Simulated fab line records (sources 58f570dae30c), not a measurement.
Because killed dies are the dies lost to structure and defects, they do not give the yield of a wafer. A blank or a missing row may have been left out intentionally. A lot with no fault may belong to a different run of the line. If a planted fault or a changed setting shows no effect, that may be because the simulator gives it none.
Split-lot experiment | flow berkeley-cmos170 | on a route of 331 steps: 5 lots, 23 wafers read

== THE SPLIT ==
At UCB170_M1_COAT_04 (resist thk 900 nm), the setting spin-rpm was moved away from the recipe's 1500 rpm on 5 of the 23 wafers read, by -6.1% to -3.9%. This setting was run at the recipe's value on the other wafers.

The reading is taken at the split's own step.

== THE READING ==
KrF_of_M1_COAT_04.thk-nm (the simulator's own value, which no gauge read), in nm, at UCB170_M1_COAT_04 (resist thk 900 nm). The file gives no usual value for it. The 18 wafers here that ran the recipe average 899.7 nm, standard deviation 3.1 nm.

wafer  | tool, chamber at the split | spin-rpm as run, rpm | against the recipe | KrF_of_M1_COAT_04.thk-nm, nm | against lot-mates on the recipe
L077.1 | litho-track-01, 0          | 1500                 | recipe             | 897.9                        | -
L077.2 | litho-track-01, 0          | 1500                 | recipe             | 894.7                        | -
L077.3 | litho-track-01, 0          | 1500                 | recipe             | 895.4                        | -
L077.6 | litho-track-01, 0          | 1500                 | recipe             | 895.4                        | -
L077.4 | litho-track-01, 0          | 1500                 | recipe             | 895                          | -
L079.1 | litho-track-04, 0          | 1441                 | -3.9%              | 918.5                        | +19.6
L079.2 | litho-track-04, 0          | 1441                 | -3.9%              | 915                          | +16.1
L079.3 | litho-track-04, 0          | 1500                 | recipe             | 900                          | -
L079.5 | litho-track-04, 0          | 1500                 | recipe             | 896.8                        | -
L079.6 | litho-track-04, 0          | 1500                 | recipe             | 899.9                        | -
L082.2 | litho-track-04, 0          | 1500                 | recipe             | 903.4                        | -
L082.3 | litho-track-04, 0          | 1500                 | recipe             | 903.2                        | -
L082.5 | litho-track-04, 0          | 1500                 | recipe             | 906.2                        | -
L084.1 | litho-track-03, 0          | 1409                 | -6.1%              | 930.3                        | +29.3
L084.3 | litho-track-03, 0          | 1409                 | -6.1%              | 929.7                        | +28.8
L084.4 | litho-track-03, 0          | 1409                 | -6.1%              | 929.6                        | +28.6
L084.5 | litho-track-03, 0          | 1500                 | recipe             | 900.6                        | -
L084.6 | litho-track-03, 0          | 1500                 | recipe             | 901.3                        | -
L085.2 | litho-track-01, 0          | 1500                 | recipe             | 900.4                        | -
L085.6 | litho-track-01, 0          | 1500                 | recipe             | 900.4                        | -
L085.3 | litho-track-01, 0          | 1500                 | recipe             | 900.2                        | -
L085.4 | litho-track-01, 0          | 1500                 | recipe             | 902.3                        | -
L085.5 | litho-track-01, 0          | 1500                 | recipe             | 900.8                        | -

THE FIT
A straight line over all 23 wafers: KrF_of_M1_COAT_04.thk-nm changes by -4.85 nm for each +1% of spin-rpm; r = -0.97; the points scatter about the line by 3 nm.
The same after taking each lot's own level away (the mean of its wafers on the recipe; 23 wafers): -4.72 nm for each +1%; r = -0.99; scatter 1.2 nm.
The reading moves by 29 nm for the largest change in spin-rpm, on that fit.
The lots' own levels span 895.68 to 904.27 nm, that is 2.7 times the standard deviation above.
Hence the lot-to-lot level has little effect on the slope; both slopes agree.
Check: for one of the wafers moved furthest among these (-6.1%), held out of the fit, the line's prediction against its lot-mates is +28.4 nm. It came out at +29.3 nm against them.

== ADDITIONAL SPLITS CARRIED BY THESE WAFERS ==
These wafers also went through other splits before the reading. Each is held against what the fit with the lots' levels taken away leaves over:
other split on the same wafers      | wafers away from the commonest value | r with KrF_of_M1_COAT_04.thk-nm (lot level and that fit taken away)
UCB170_NWELL_IMPLANT_14 dose-cm2    | 7                                    | +0.22
UCB170_PWELL_IMPLANT_15 energy-kev  | 10                                   | -0.11
UCB170_ACTIVE_COAT_08 resist-thk-nm | 8                                    | -0.04
UCB170_PLDD_IMPLANT_08 dose-cm2     | 8                                    | -0.39
UCB170_NLDD_PEB_04 peb-temp-c       | 6                                    | +0.28
UCB170_BACKSIDE_SOFTBAKE_02 temp-c  | 10                                   | -0.05

== THE FILE'S OWN FIT ==
KrF_of_M1_COAT_04.thk-nm changes by -4.71 nm for each +1% of spin-rpm, r = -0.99.
